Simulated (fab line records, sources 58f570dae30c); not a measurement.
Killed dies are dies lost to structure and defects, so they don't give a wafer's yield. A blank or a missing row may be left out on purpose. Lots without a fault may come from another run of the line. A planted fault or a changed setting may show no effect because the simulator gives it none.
Problem report in the 8D (eight disciplines) form, filled by code | flow berkeley_cmos170 | the parts of the form that need people (team, actions taken, sign-off) are left out

1. THE PROBLEM
strip_time_to_endpoint_s at UCB170_V2_STRIP_15 reads a mean of 12.03 s on 6 wafers of 2 lots; wafers without a fault read 15.32 s with a standard deviation of 0.11. That is -30 standard deviations from the usual mean.
The step: strips in O2.
First seen on wafer L438.1, day 10 01:58, on plasma_asher-02. The record holds 42 wafers of 14 lots with a number at this step. Rule for "out", or "out of limits": more than 4 standard deviations from the usual mean. The other wafers with a number count as sound.

2. WHAT IT IS AND WHAT IT IS NOT
question                    | is                               | is not
which readings at this step | strip_time_to_endpoint_s         | chamber_pressure_mTorr, drypump_motor_current_A, oes_product_au
which lots                  | L438, L440                       | L427, L428, L429, L430, L431, L432, L433, L434, L437, L442, L446, L448
which wafers of those lots  | all that have a number           | -
read on which tools         | plasma_asher-01, plasma_asher-02 | plasma_asher-03
when                        | from day 10 01:58                | up to then (27 sound wafers); but 9 sound wafers of L442, L446, L448 came after

3. SUSPECTS, AND WHAT RULES EACH OUT
Counting: a tool at a process step up to the reading stays a suspect if it ran every lot that is out and no sound lot after the first of them.
- rie_diel-02 at UCB170_V2_ETCH_14 (etches SiO2 in CHF3/CF4/Ar, stops on Al, target depth 1250 nm, time 291 s): kept. It ran every lot that is out, first L438 (day 10 01:47), and no sound lot after that; its last sound lot up to then is L437 (day 9 22:03).
Left after counting: rie_diel-02 at UCB170_V2_ETCH_14.

4. THE CAUSE (what the simulator had put in)
Process parameter drift: rie_diel-02, from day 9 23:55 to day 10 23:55, at UCB170_V2_ETCH_14. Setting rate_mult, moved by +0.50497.
Counting left only this tool.

5. THE CHAIN OF EFFECTS, in route order
Each row: a reading whose mean over the struck wafers that have a number lies more than 3 standard deviations from the usual. Only readings for which the record gives a usual standard deviation are gone through. hours: the time from each lot's start at the first step in this table that gives one to its start at this step, as a median over the lots. sigmas: the change in usual standard deviations.
hours | step               | reading                  | usual   | on struck wafers | change | sigmas
0     | UCB170_V2_STRIP_15 | strip_time_to_endpoint_s | 15.32 s | 12.03            | -3.29  | -30
The process steps in it:
- UCB170_V2_STRIP_15: strips in O2.
Later measuring or inspecting steps at which every struck wafer that the step has a row for has a number for every such reading, and none has moved that far: UCB170_V2_CD_MEAS_90.

6. WHAT WOULD HAVE CAUGHT IT SOONER
In this record the first reading out of limits was taken at day 10 01:58, 2 hours after the fault began at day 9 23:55.
Of the tool readings at UCB170_V2_ETCH_14 for which the record gives a usual standard deviation, none was out on any struck wafer, so an alarm limit of 4 standard deviations on them would not have fired.
Of the lots that are out (2), L440 began UCB170_V2_ETCH_14 on rie_diel-02 after day 10 01:58. A hold on the tool at that time would have spared it.
